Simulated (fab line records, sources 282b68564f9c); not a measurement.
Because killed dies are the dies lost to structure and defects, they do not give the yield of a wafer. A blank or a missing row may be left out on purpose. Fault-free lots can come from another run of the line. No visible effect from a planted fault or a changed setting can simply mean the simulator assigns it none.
Matching of chambers / flow rit_cmos / 4 sister chambers for RIT_GATE_ETCH_19 on rie_si-01
The step etches poly-Si in SF6/CHF3/O2, stops on SiO2, time 165 s, target depth 312.5 nm. 4 wafers are shown with their chamber, then 7 later ones without.

== EACH WAFER AND ITS CHAMBER ==
wafer=L788.3; chamber=1; drypump_motor_current_A (A)=5.75
wafer=L790.6; chamber=3; drypump_motor_current_A (A)=5.74
wafer=L792.3; chamber=2; drypump_motor_current_A (A)=5.65
wafer=L792.5; chamber=0; drypump_motor_current_A (A)=5.26

== WAFERS MISSING THEIR CHAMBER ==
wafer=L792.6; drypump_motor_current_A (A)=5.73
wafer=L794.1; drypump_motor_current_A (A)=5.75
wafer=L794.3; drypump_motor_current_A (A)=5.27
wafer=L794.6; drypump_motor_current_A (A)=5.74
wafer=L796.2; drypump_motor_current_A (A)=5.76
wafer=L796.5; drypump_motor_current_A (A)=5.31
wafer=L796.6; drypump_motor_current_A (A)=5.73

== WHICH CHAMBER EACH WENT THROUGH ==
wafer=L792.6; from the rows above=can't be placed: 3 or 1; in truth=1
wafer=L794.1; from the rows above=can't be placed: 1 or 3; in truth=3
wafer=L794.3; from the rows above=0; in truth=0
wafer=L794.6; from the rows above=can't be placed: 3 or 1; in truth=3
wafer=L796.2; from the rows above=can't be placed: 1 or 3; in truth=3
wafer=L796.5; from the rows above=0; in truth=0
wafer=L796.6; from the rows above=can't be placed: 3 or 1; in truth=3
Correctly placed: 2 of 7. Can't be placed from these rows: 5 (the true chamber is among the candidates in 5). Number placed wrongly: 0.
How it was worked out, from the rows above alone: a wafer's distance from a chamber is the root of the sum, over the readings, of the square of ((its reading less the chamber's mean) divided by the reading's scatter). If the next closest chamber is less than 2 further off than the closest, the wafer can't be placed; otherwise it belongs to the closest. For every chamber, the mean is computed from those of its wafers that are shown. The scatter: root of mean squared gap, hidden wafer to nearest shown wafer, with one shown wafer a chamber.
